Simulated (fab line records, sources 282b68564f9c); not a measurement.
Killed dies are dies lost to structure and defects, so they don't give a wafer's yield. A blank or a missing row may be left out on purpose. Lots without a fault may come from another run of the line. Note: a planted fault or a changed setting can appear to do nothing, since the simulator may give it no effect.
fab line records    flow rit-cmos
record lots=5  wafers=15  last-day=7
route steps=202 shown PSD@150 SDANNEAL@153 NSD@158 PLDD@159 NLDD@160 SILICIDE@161 M1@202
lots that met no fault: taken from a fault-free run of the same line
start-h: hours from the record's opening day to when the first of the lot's shown wafers began    wait-h: hours since the lot's step before    " the same as in the row above    L1.1+2: a single row standing in for several wafers    - no value present, or no start provided    * or withheld: withheld    < > ~ a bound
route shown NAME@n: a module of which the file shows steps, and the number in the route of the first    usual: mean/standard deviation of fault-free wafers    same: alike in all rows    chamber/n: place in a boat    sites: the reading at each site    _std_site: how widely they spread, as a standard deviation    _edge_site: outer sites' mean less inner sites'    radius-mm: how far each site lies from the wafer's centre    mask NAME#n: copy n    behind: tool/chamber where the wafer was last shaped    hold: the reason the lot was held/the length of the hold in hours/how it ended    device: the transistor (n, p or np) that didn't switch    end of line: the same wafers' tests at the end of the route    a step given without rows: its recipe and nothing more    killed: count of dies lost to structure and defects at first sort (not the wafer's yield)    map: a wafer's dies, x killed, . not, _ none there
set.NAME: the setting the step ran with; set.NAME@STEP: the setting that earlier step ran with    model.NAME: the simulator's own value behind a step, which no gauge read
lots at some steps of the route; a table a step, a row a wafer
services: when a tool's chamber went out of use (start-h, in hours from the record's first day, below 0 if earlier), for how many hours, and the reason
## steps
# step RIT_PSD_IMPLANT_08
# recipe species=BF2  energy-kev=27  dose-cm2=5e+15  tilt-deg=7
# step RIT_PSD_STRIP_09
# recipe chemistry=O2  time-s=180  resist=NOVOLAK  platen-temp-c=withheld  power-w=500  pressure-mtorr=4000  o2-flow-sccm=4000
# usual drypump-motor-current-A=5.4/0.42  rf-refl-power-W=7.7/1.6
lot.wafer  tool             chamber  start-h  wait-h  drypump-motor-current-A  rf-hours-counter-h  rf-refl-power-W
L746.3     plasma-asher-01  0        65.85    0.1     5.8                      -                   7.9
L746.5     "                0        "        "       5.8                      -                   7.7
L746.6     "                1        "        "       4.8                      -                   10.1
L754.1     plasma-asher-04  1        101.64   0.1     6.1                      45                  9.4
L754.5     "                0        "        "       5.3                      -                   5.3
L754.6     "                1        "        "       6.1                      -                   9.5
L759.3     plasma-asher-01  0        127.64   0.1     5.8                      -                   8.3
L759.4     "                1        "        "       4.8                      -                   9.5
L759.5     "                0        "        "       5.8                      -                   8.0
L764.1     plasma-asher-04  1        154.32   0.1     6.1                      51                  9.7
L764.3     "                0        "        "       5.3                      -                   5.6
L764.6     "                0        "        "       5.3                      -                   5.5
L767.2     plasma-asher-04  0        170.94   0.1     5.3                      52                  5.6
L767.3     "                1        "        "       6.1                      -                   9.4
L767.5     "                0        "        "       5.3                      -                   5.5
# step RIT_PSD_TW_MEAS_10
# usual PSD_TW=3428/15
lot.wafer  tool           chamber  start-h  wait-h  PSD_TW
L746.3     film-metro-01  -        65.99    0.1     3424
L746.5     "              -        "        "       3426
L746.6     "              -        "        "       3421
L754.1     film-metro-02  -        101.82   0.1     3431
L754.5     "              -        "        "       3430
L754.6     "              -        "        "       3421
L759.3     film-metro-01  -        127.77   0.1     3421
L759.4     "              -        "        "       3410
L759.5     "              -        "        "       3418
L764.1     film-metro-03  -        154.50   0.1     3441
L764.3     "              -        "        "       3443
L764.6     "              -        "        "       3429
L767.2     film-metro-01  -        171.13   0.1     3434
L767.3     "              -        "        "       3425
L767.5     "              -        "        "       3441
# step RIT_SDANNEAL_CLEAN_00
# recipe chemistry=SC1  mix=3:3:50  time-s=600  temp-c=75
# step RIT_SDANNEAL_CLEAN_01
# recipe chemistry=dHF  dilution=50:1  time-s=30
# step RIT_SDANNEAL_CLEAN_02
# recipe chemistry=SC2  mix=3:3:50  time-s=600  temp-c=75  dry=n2-spin
# step RIT_SDANNEAL_RTA_03
# recipe temp-c=1050  time-s=5  idle-temp-c=600  ramp-up-c-per-s=342  ramp-down-c-per-s=171  cool-to-c=600  ambient=N2
# usual wafer_temp_C_max=1053.5/1.1
lot.wafer  tool           chamber  start-h  wait-h  wafer_temp_C_max
L746.3     rtp-anneal-02  0        66.43    0.0     1053.2
L746.5     "              0        "        "       1053.5
L746.6     "              0        "        "       1053.3
L754.1     rtp-anneal-02  0        102.24   0.0     1053.9
L754.5     "              0        "        "       1052.6
L754.6     "              0        "        "       1053.4
L759.3     rtp-anneal-01  0        128.20   0.0     1055.0
L759.4     "              0        "        "       1054.4
L759.5     "              0        "        "       1052.7
L764.1     rtp-anneal-02  0        154.93   0.0     1052.2
L764.3     "              0        "        "       1053.2
L764.6     "              0        "        "       1056.2
L767.2     rtp-anneal-01  0        171.60   0.0     1056.8
L767.3     "              0        "        "       1051.2
L767.5     "              0        "        "       1054.0
# step RIT_SDANNEAL_RS_MEAS_04
# recipe thk-meas-gauge=four-point-probe
# usual PSD_RS=115.79/0.26
lot.wafer  tool           chamber  start-h  wait-h  PSD_RS[ohm/sq]
L746.3     film-metro-03  -        66.55    0.1     115.55
L746.5     "              -        "        "       115.62
L746.6     "              -        "        "       115.70
L754.1     film-metro-01  -        102.30   0.0     116.00
L754.5     "              -        "        "       115.97
L754.6     "              -        "        "       115.99
L759.3     film-metro-01  -        128.28   0.1     116.11
L759.4     "              -        "        "       115.79
L759.5     "              -        "        "       115.90
L764.1     film-metro-03  -        154.98   0.0     115.34
L764.3     "              -        "        "       115.31
L764.6     "              -        "        "       115.42
L767.2     film-metro-03  -        171.67   0.1     115.63
L767.3     "              -        "        "       116.06
L767.5     "              -        "        "       115.77
# step RIT_SDANNEAL_RS_MEAS_05
# recipe thk-meas-gauge=four-point-probe
# usual NSD_RS=84.50/0.28
lot.wafer  tool           chamber  start-h  wait-h  NSD_RS[ohm/sq]
L746.3     film-metro-03  -        66.67    0.1     84.43
L746.5     "              -        "        "       84.74
L746.6     "              -        "        "       84.49
L754.1     film-metro-01  -        102.42   0.1     85.13
L754.5     "              -        "        "       84.89
L754.6     "              -        "        "       85.28
L759.3     film-metro-01  -        128.40   0.1     84.48
L759.4     "              -        "        "       84.32
L759.5     "              -        "        "       84.45
L764.1     film-metro-03  -        155.10   0.1     84.39
L764.3     "              -        "        "       84.40
L764.6     "              -        "        "       84.20
L767.2     film-metro-03  -        171.79   0.1     84.26
L767.3     "              -        "        "       84.64
L767.5     "              -        "        "       84.59
# step RIT_SDANNEAL_RS_MEAS_06
# recipe thk-meas-gauge=four-point-probe
# usual PLDD_RS=178.5/0.51
lot.wafer  tool           chamber  start-h  wait-h  PLDD_RS[ohm/sq]
L746.3     film-metro-03  -        66.79    0.1     177.7
L746.5     "              -        "        "       177.3
L746.6     "              -        "        "       178.0
L754.1     film-metro-01  -        102.54   0.1     178.4
L754.5     "              -        "        "       178.8
L754.6     "              -        "        "       179.0
L759.3     film-metro-01  -        128.52   0.1     178.2
L759.4     "              -        "        "       178.0
L759.5     "              -        "        "       178.6
L764.1     film-metro-03  -        155.22   0.1     177.7
L764.3     "              -        "        "       177.5
L764.6     "              -        "        "       178.1
L767.2     film-metro-03  -        171.91   0.1     178.0
L767.3     "              -        "        "       178.7
L767.5     "              -        "        "       178.8
# step RIT_SDANNEAL_RS_MEAS_07
# recipe thk-meas-gauge=four-point-probe
# usual NLDD_RS=151.5/0.64
lot.wafer  tool           chamber  start-h  wait-h  NLDD_RS[ohm/sq]
L746.3     film-metro-03  -        66.91    0.1     150.2
L746.5     "              -        "        "       150.3
L746.6     "              -        "        "       150.4
L754.1     film-metro-01  -        102.66   0.1     152.2
L754.5     "              -        "        "       151.9
L754.6     "              -        "        "       152.4
L759.3     film-metro-01  -        128.64   0.1     151.1
L759.4     "              -        "        "       150.9
L759.5     "              -        "        "       150.9
L764.1     film-metro-03  -        155.34   0.1     151.3
L764.3     "              -        "        "       150.9
L764.6     "              -        "        "       151.0
L767.2     film-metro-03  -        172.03   0.1     151.8
L767.3     "              -        "        "       151.0
L767.5     "              -        "        "       151.3
# step RIT_SILICIDE_WET_ETCH_00
# recipe chemistry=BOE  target=SiO2  target-depth-nm=14  time-s=15  dry=n2-spin  dilution=10:1  temp-c=21.5
# step RIT_SILICIDE_SPUTTER_01
# recipe material=Ti  target-thk-nm=30  power-w=350  chamber-pressure-pa=0.667  gas=Ar  time-s=240  substrate-temp-c=25
# usual cathode-dc-power-W=350.01/0.069  throttle-valve-pct=30.4/0.88
lot.wafer  tool            chamber  start-h  wait-h  cathode-dc-power-W  throttle-valve-pct  model.Ti_of_SILICIDE_SPUTTER_01.thk-nm
L746.3     pvd-sputter-02  -        67.00    0.0     350.08              29.7                30.35
L746.5     "               -        "        "       349.95              28.7                30.26
L746.6     "               -        "        "       350.15              30.8                29.83
L754.1     pvd-sputter-01  -        102.79   0.0     349.95              30.4                30.02
L754.5     "               -        "        "       350.08              29.2                29.39
L754.6     "               -        "        "       350.13              30.2                30
L759.3     pvd-sputter-04  -        128.74   0.0     349.97              30.1                29.63
L759.4     "               -        "        "       349.99              31.0                30.48
L759.5     "               -        "        "       349.96              31.6                30.32
L764.1     pvd-sputter-02  -        155.48   0.0     349.92              30.9                30.06
L764.3     "               -        "        "       397.39              28.7                34.25
L764.6     "               -        "        "       349.93              30.8                29.91
L767.2     pvd-sputter-04  -        172.16   0.0     349.94              31.3                29.69
L767.3     "               -        "        "       349.99              29.9                29.45
L767.5     "               -        "        "       349.93              30.2                29.97
# step RIT_SILICIDE_RS_MEAS_02
# recipe thk-meas-gauge=four-point-probe  reads=Ti_of_SILICIDE_SPUTTER_01
# usual SILICIDE_TI_RS=48.2/0.64
lot.wafer  tool           chamber  start-h  wait-h  hold                      SILICIDE_TI_RS[ohm/sq]
L746.3     film-metro-04  -        67.19    0.1     -                         47.2
L746.5     "              -        "        "       -                         47.4
L746.6     "              -        "        "       -                         48.3
L754.1     film-metro-04  -        102.94   0.1     -                         47.9
L754.5     "              -        "        "       -                         49.2
L754.6     "              -        "        "       -                         48.0
L759.3     film-metro-02  -        128.93   0.1     -                         48.6
L759.4     "              -        "        "       -                         46.9
L759.5     "              -        "        "       -                         47.2
L764.1     film-metro-04  -        155.63   0.1     await-dispo/0.2h/release  47.8
L764.3     "              -        "        "       await-dispo/0.2h/release  40.6
L764.6     "              -        "        "       await-dispo/0.2h/release  48.1
L764.1     film-metro-04  -        155.91   0.3     -                         48.2
L764.3     "              -        "        "       -                         41.0
L764.6     "              -        "        "       -                         48.5
L767.2     film-metro-04  -        172.33   0.1     -                         48.5
L767.3     "              -        "        "       -                         49.0
L767.5     "              -        "        "       -                         48.0
# step RIT_SILICIDE_THK_MEAS_03
# recipe thk-meas-gauge=xrf  reads=Ti_of_SILICIDE_SPUTTER_01
# usual SILICIDE_TI_THK=29.7/0.32
lot.wafer  tool           chamber  start-h  wait-h  hold                      SILICIDE_TI_THK[nm]
L746.3     film-metro-04  -        67.29    0.1     -                         30.3
L746.5     "              -        "        "       -                         30.2
L746.6     "              -        "        "       -                         29.7
L754.1     film-metro-04  -        103.06   0.1     -                         29.7
L754.5     "              -        "        "       -                         29.3
L754.6     "              -        "        "       -                         29.8
L759.3     film-metro-02  -        129.03   0.1     -                         29.5
L759.4     "              -        "        "       -                         30.4
L759.5     "              -        "        "       -                         30.3
L764.1     film-metro-04  -        163.50   7.6     await-dispo/0.2h/release  29.9
L764.3     "              -        "        "       await-dispo/0.2h/release  34.2
L764.6     "              -        "        "       await-dispo/0.2h/release  29.6
L764.1     film-metro-04  -        163.73   0.2     -                         30.0
L764.3     "              -        "        "       -                         34.0
L764.6     "              -        "        "       -                         29.7
L767.2     film-metro-04  -        172.44   0.1     -                         29.4
L767.3     "              -        "        "       -                         29.2
L767.5     "              -        "        "       -                         29.7
# step RIT_SILICIDE_RTA_04
# recipe temp-c=650  time-s=10  idle-temp-c=25  ramp-up-s=5  ramp-down-s=5  cool-to-c=25  ambient=N2
# usual wafer_temp_C_max=652.8/0.77
lot.wafer  tool           chamber  start-h  wait-h  hold                      wafer_temp_C_max
L746.3     rtp-anneal-01  0        67.35    0.1     -                         652.9
L746.5     "              0        "        "       -                         653.3
L746.6     "              0        "        "       -                         652.9
L754.1     rtp-anneal-01  0        103.12   0.1     -                         653.7
L754.5     "              0        "        "       -                         652.7
L754.6     "              0        "        "       -                         652.5
L759.3     rtp-anneal-02  0        129.10   0.1     -                         652.5
L759.4     "              0        "        "       -                         652.0
L759.5     "              0        "        "       -                         652.9
L764.1     rtp-anneal-01  0        165.70   2.0     await-dispo/1.9h/release  653.8
L764.3     "              0        "        "       await-dispo/1.9h/release  653.9
L764.6     "              0        "        "       await-dispo/1.9h/release  654.2
L767.2     rtp-anneal-02  0        172.50   0.1     -                         652.3
L767.3     "              0        "        "       -                         652.5
L767.5     "              0        "        "       -                         652.1
# step RIT_M1_PROBE_99
# usual killed-at-contacts=0.1/0.3  killed-at-front-end=7/3.3  killed-dies=7/3.3  killed-open=3.8/2.3  killed-short=3.5/2.1
# same gross-dies=264  killed_at_M0_to_M3=0  killed_at_M4_up=0  killed-at-back-side=0  killed-at-other=0
lot.wafer  tool       chamber  start-h  wait-h  killed-at-contacts  killed-at-front-end  killed-dies  killed-open  killed-short
L764.1     prober-01  -        172.13   0.1     0                   10                   10           8            2
L764.3     prober-01  -        172.23   0.2     1                   6                    7            1            6
L764.6     prober-01  -        172.38   0.2     0                   9                    9            7            2
L767.2     prober-02  -        179.59   0.1     0                   5                    5            4            1
L767.3     prober-02  -        179.64   0.2     0                   9                    9            3            6
L767.5     prober-02  -        179.74   0.2     0                   10                   10           5            5
# killed by level:class
L764.1 GATE:geometric-particle:open=3 REOX:geometric-particle:open=3 FOX1:geometric-particle:short=1 FOX1:geometric-particle:open=1 REOX:geometric-particle:short=1 SPACER:geometric-particle:open=1
L764.3 GATE:geometric-particle:short=2 REOX:geometric-particle:short=2 GATE:geometric-particle:open=1 SPACER:geometric-particle:short=1 CONTACT:geometric-particle:short=1
L764.6 GATE:geometric-particle:open=3 SPACER:geometric-particle:open=3 FOX2:geometric-particle:open=1 GATE:geometric-particle:short=1 SPACER:geometric-particle:short=1
L767.2 FOX2:geometric-particle:open=2 SPACER:geometric-particle:open=2 FOX2:geometric-particle:short=1
L767.3 GATE:geometric-particle:short=3 SPACER:geometric-particle:open=2 FOX1:geometric-particle:short=1 FOX2:geometric-particle:short=1 GATE:geometric-particle:open=1 SPACER:geometric-particle:short=1
L767.5 GATE:geometric-particle:short=3 GATE:geometric-particle:open=2 SPACER:geometric-particle:open=2 FOX1:geometric-particle:open=1 REOX:geometric-particle:short=1 SPACER:geometric-particle:short=1
## services
tool             chamber  start-h  hours  kind
pvd-sputter-04   -        42.35    14.4   repair
rtp-anneal-02    -        45.17    2.7    pm
pvd-sputter-01   -        121.86   6.6    repair
pvd-sputter-04   -        130.94   1.7    repair
plasma-asher-04  -        136.28   2.8    pm
pvd-sputter-01   -        137.30   0.7    repair
pvd-sputter-04   -        141.92   0.7    repair
## key
first-sign step=RIT_SILICIDE_SPUTTER_01  reading=cathode-dc-power-W  direction=up  sigmas=99+  usual=350.01  struck=397.39
effect step=RIT_SILICIDE_RS_MEAS_02  reading=visit  direction=added
effect step=RIT_SILICIDE_RS_MEAS_02  reading=SILICIDE_TI_RS  direction=down  sigmas=12  usual=48.2  struck=40.6
effect step=RIT_SILICIDE_THK_MEAS_03  reading=visit  direction=added
effect step=RIT_SILICIDE_THK_MEAS_03  reading=SILICIDE_TI_THK  direction=up  sigmas=14  usual=29.7  struck=34.2
model-effect step=RIT_SILICIDE_SPUTTER_01  value=Ti_of_SILICIDE_SPUTTER_01.thk-nm  without=30.2  struck=34.25
met-at RIT_SILICIDE_SPUTTER_01
struck-wafers L764.3
tester-left-out L764
onset-between 67.00 155.48
fault kind=process-parameter-drift  tool=pvd-sputter-02  chamber=-  onset-h=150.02  steps=RIT_SILICIDE_SPUTTER_01  channel=power-w  offset=47.296  shape=step  end-h=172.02  acts-in=these-recipes-only  stated=350  scope=struck-wafers-only
# tester-left-out: of these lots the tester's yield and bins aren't shown, on N5 and GAA mostly nor the transistor test; their killed dies are dies lost to structure and defects alone, not to doping, threshold or leakage, so they don't give the yield
